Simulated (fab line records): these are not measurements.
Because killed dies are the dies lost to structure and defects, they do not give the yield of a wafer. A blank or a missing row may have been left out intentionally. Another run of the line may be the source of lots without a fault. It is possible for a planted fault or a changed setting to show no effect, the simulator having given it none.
Split-lot experiment / flow berkeley-cmos170 / 23 wafers read from 5 lots, route of 331 steps

ON THE SPLIT
At UCB170_NWELL_IMPLANT_14, the setting energy-kev was moved away from the recipe's 150 on 8 of the 23 wafers read, by -5.9% to +2.5%. This setting was run at the recipe's value on the other wafers.

The reading is taken at the split's own step.

THE READING
In nm, at UCB170_NWELL_IMPLANT_14: implant.drp-nm, which is the simulator's own figure and was read by no gauge. The file does not state a usual value for it.

wafer=L075.1; tool, chamber at the split=implanter-02, 0; energy-kev as run=150; against the recipe=recipe; implant.drp-nm, nm=62.72; against lot-mates on the recipe=-
wafer=L075.4; tool, chamber at the split=implanter-02, 0; energy-kev as run=150; against the recipe=recipe; implant.drp-nm, nm=62.72; against lot-mates on the recipe=-
wafer=L075.6; tool, chamber at the split=implanter-02, 0; energy-kev as run=150; against the recipe=recipe; implant.drp-nm, nm=62.72; against lot-mates on the recipe=-
wafer=L075.2; tool, chamber at the split=implanter-02, 0; energy-kev as run=143.3; against the recipe=-4.5%; implant.drp-nm, nm=60.52; against lot-mates on the recipe=-2.20
wafer=L075.5; tool, chamber at the split=implanter-02, 0; energy-kev as run=143.3; against the recipe=-4.5%; implant.drp-nm, nm=60.52; against lot-mates on the recipe=-2.20
wafer=L078.1; tool, chamber at the split=implanter-01, 0; energy-kev as run=150; against the recipe=recipe; implant.drp-nm, nm=62.72; against lot-mates on the recipe=-
wafer=L078.2; tool, chamber at the split=implanter-01, 0; energy-kev as run=150; against the recipe=recipe; implant.drp-nm, nm=62.72; against lot-mates on the recipe=-
wafer=L078.3; tool, chamber at the split=implanter-01, 0; energy-kev as run=150; against the recipe=recipe; implant.drp-nm, nm=62.72; against lot-mates on the recipe=-
wafer=L078.5; tool, chamber at the split=implanter-01, 0; energy-kev as run=144.4; against the recipe=-3.7%; implant.drp-nm, nm=60.89; against lot-mates on the recipe=-1.83
wafer=L078.6; tool, chamber at the split=implanter-01, 0; energy-kev as run=144.4; against the recipe=-3.7%; implant.drp-nm, nm=60.89; against lot-mates on the recipe=-1.83
wafer=L080.1; tool, chamber at the split=implanter-03, 0; energy-kev as run=150; against the recipe=recipe; implant.drp-nm, nm=62.72; against lot-mates on the recipe=-
wafer=L080.3; tool, chamber at the split=implanter-03, 0; energy-kev as run=150; against the recipe=recipe; implant.drp-nm, nm=62.72; against lot-mates on the recipe=-
wafer=L080.6; tool, chamber at the split=implanter-03, 0; energy-kev as run=150; against the recipe=recipe; implant.drp-nm, nm=62.72; against lot-mates on the recipe=-
wafer=L081.1; tool, chamber at the split=implanter-02, 0; energy-kev as run=150; against the recipe=recipe; implant.drp-nm, nm=62.72; against lot-mates on the recipe=-
wafer=L081.2; tool, chamber at the split=implanter-02, 0; energy-kev as run=150; against the recipe=recipe; implant.drp-nm, nm=62.72; against lot-mates on the recipe=-
wafer=L081.5; tool, chamber at the split=implanter-02, 0; energy-kev as run=150; against the recipe=recipe; implant.drp-nm, nm=62.72; against lot-mates on the recipe=-
wafer=L081.3; tool, chamber at the split=implanter-02, 0; energy-kev as run=153.7; against the recipe=+2.5%; implant.drp-nm, nm=63.89; against lot-mates on the recipe=+1.17
wafer=L081.4; tool, chamber at the split=implanter-02, 0; energy-kev as run=153.7; against the recipe=+2.5%; implant.drp-nm, nm=63.89; against lot-mates on the recipe=+1.17
wafer=L083.1; tool, chamber at the split=implanter-02, 0; energy-kev as run=141.2; against the recipe=-5.9%; implant.drp-nm, nm=59.82; against lot-mates on the recipe=-2.90
wafer=L083.2; tool, chamber at the split=implanter-02, 0; energy-kev as run=141.2; against the recipe=-5.9%; implant.drp-nm, nm=59.82; against lot-mates on the recipe=-2.90
wafer=L083.3; tool, chamber at the split=implanter-02, 0; energy-kev as run=150; against the recipe=recipe; implant.drp-nm, nm=62.72; against lot-mates on the recipe=-
wafer=L083.4; tool, chamber at the split=implanter-02, 0; energy-kev as run=150; against the recipe=recipe; implant.drp-nm, nm=62.72; against lot-mates on the recipe=-
wafer=L083.5; tool, chamber at the split=implanter-02, 0; energy-kev as run=150; against the recipe=recipe; implant.drp-nm, nm=62.72; against lot-mates on the recipe=-

FIT RESULTS
A straight line over all 23 wafers: implant.drp-nm changes by +0.49 nm for each +1% of energy-kev; r = +1.00; the points scatter about the line by 0.013 nm.
The same after taking each lot's own level away (the mean of its wafers on the recipe; 23 wafers): +0.49 nm for each +1%; r = +1.00; scatter 0.013 nm.
The reading moves by 2.9 nm for the largest change in energy-kev, on that fit.
The lots' own levels span 62.720 to 62.720 nm.
So the lot-to-lot level changes the slope little: the two slopes agree.
Check: with one of the wafers moved furthest among these (-5.9%) left out of the fit, the line predicts -2.88 nm for it against its lot-mates. It came out at -2.9 nm against them.

THE WHOLE CHAIN: every reading that the file lists as answering this split, in the file's order
step=UCB170_NWELL_IMPLANT_14; what it does=; reading=implant.rp-nm (the simulator's own value, which no gauge read); change (the file's fit)=+1.98 nm for each +1% of the setting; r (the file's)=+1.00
step=UCB170_NWELL_IMPLANT_14; what it does=; reading=implant.drp-nm (the simulator's own value, which no gauge read); change (the file's fit)=+0.492 nm for each +1% of the setting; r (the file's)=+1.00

THE FILE'S OWN FIT
implant.drp-nm changes by +0.492 nm for each +1% of energy-kev, r = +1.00.
